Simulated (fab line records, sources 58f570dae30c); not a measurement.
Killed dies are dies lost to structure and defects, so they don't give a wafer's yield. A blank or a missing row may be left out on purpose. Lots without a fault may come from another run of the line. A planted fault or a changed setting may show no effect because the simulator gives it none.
Which tool did it? | flow berkeley_cmos170 | 8 lots, 24 wafers sampled, at 3 steps of a route of 331

WHAT THE GAUGES READ, wafer by wafer
UCB170_PLDD_TW_MEAS_11.
lot  | measured     | on            | PLDD_TW
L926 | day 7 22:37  | film_metro-04 | 1019 1027 1019
L931 | day 8 14:14  | film_metro-03 | 996 998 992
L932 | day 8 13:47  | film_metro-01 | 1007 1005 1010
L934 | day 9 06:07  | film_metro-04 | 1017 1021 1017
L937 | day 10 01:24 | film_metro-04 | 1017 1014 1017
L939 | day 10 11:42 | film_metro-01 | 1004 1006 1003
L941 | day 10 20:45 | film_metro-01 | 866 874 874
L944 | day 11 11:06 | film_metro-03 | 864 867 865

WHICH TOOL RAN EACH LOT (tool, then ch and the chambers of the sampled wafers, then the start)
lot  | UCB170_NVT_STRIP_08                  | UCB170_PLDD_IMPLANT_08
L926 | plasma_asher-04 ch 0,1, day 7 01:40  | implanter-01 ch 0, day 7 21:59
L931 | plasma_asher-02 ch 1, day 7 17:33    | implanter-02 ch 0, day 8 13:50
L932 | plasma_asher-02 ch 0,1, day 7 16:56  | implanter-02 ch 0, day 8 13:24
L934 | plasma_asher-03 ch 0,1, day 8 03:08  | implanter-02 ch 0, day 9 05:41
L937 | plasma_asher-03 ch 0,1, day 9 00:39  | implanter-03 ch 0, day 10 01:00
L939 | plasma_asher-04 ch 0,1, day 9 14:28  | implanter-02 ch 0, day 10 11:18
L941 | plasma_asher-03 ch 0,1, day 10 03:39 | implanter-02 ch 0, day 10 20:23
L944 | plasma_asher-03 ch 0,1, day 10 12:16 | implanter-02 ch 0, day 11 10:42
- UCB170_NVT_STRIP_08: strips in O2.
- UCB170_PLDD_IMPLANT_08

THE ANSWER, worked out from the rows above alone
Rule: what is usual is taken from the lots themselves. Put in order of their means at a reading, lots are off if they are a third of the lots or fewer, leave a main group of 4 or more, and stand apart from it by a gap of 3 or more times the standard deviation of the main group's means; of several such gaps the widest counts. A main group whose means are all the same, to the digits that the tables above print for the reading, isn't used. A lot without any number at a reading at which 4 lots or more have one is off too. The other lots that the step has rows for count as sound.
Off: L941, L944, at UCB170_PLDD_TW_MEAS_11 (PLDD_TW). The main group: mean 1010, standard deviation 9.1.
A tool fits if, at a process step before that reading, it ran every lot that is off, and no sound lot after the first of them. The gauges at UCB170_PLDD_TW_MEAS_11 are tried like those tools. Can't be told from this: 2 tools fit, plasma_asher-03 at UCB170_NVT_STRIP_08, implanter-02 at UCB170_PLDD_IMPLANT_08.

WHAT THE SIMULATOR HAD PUT IN
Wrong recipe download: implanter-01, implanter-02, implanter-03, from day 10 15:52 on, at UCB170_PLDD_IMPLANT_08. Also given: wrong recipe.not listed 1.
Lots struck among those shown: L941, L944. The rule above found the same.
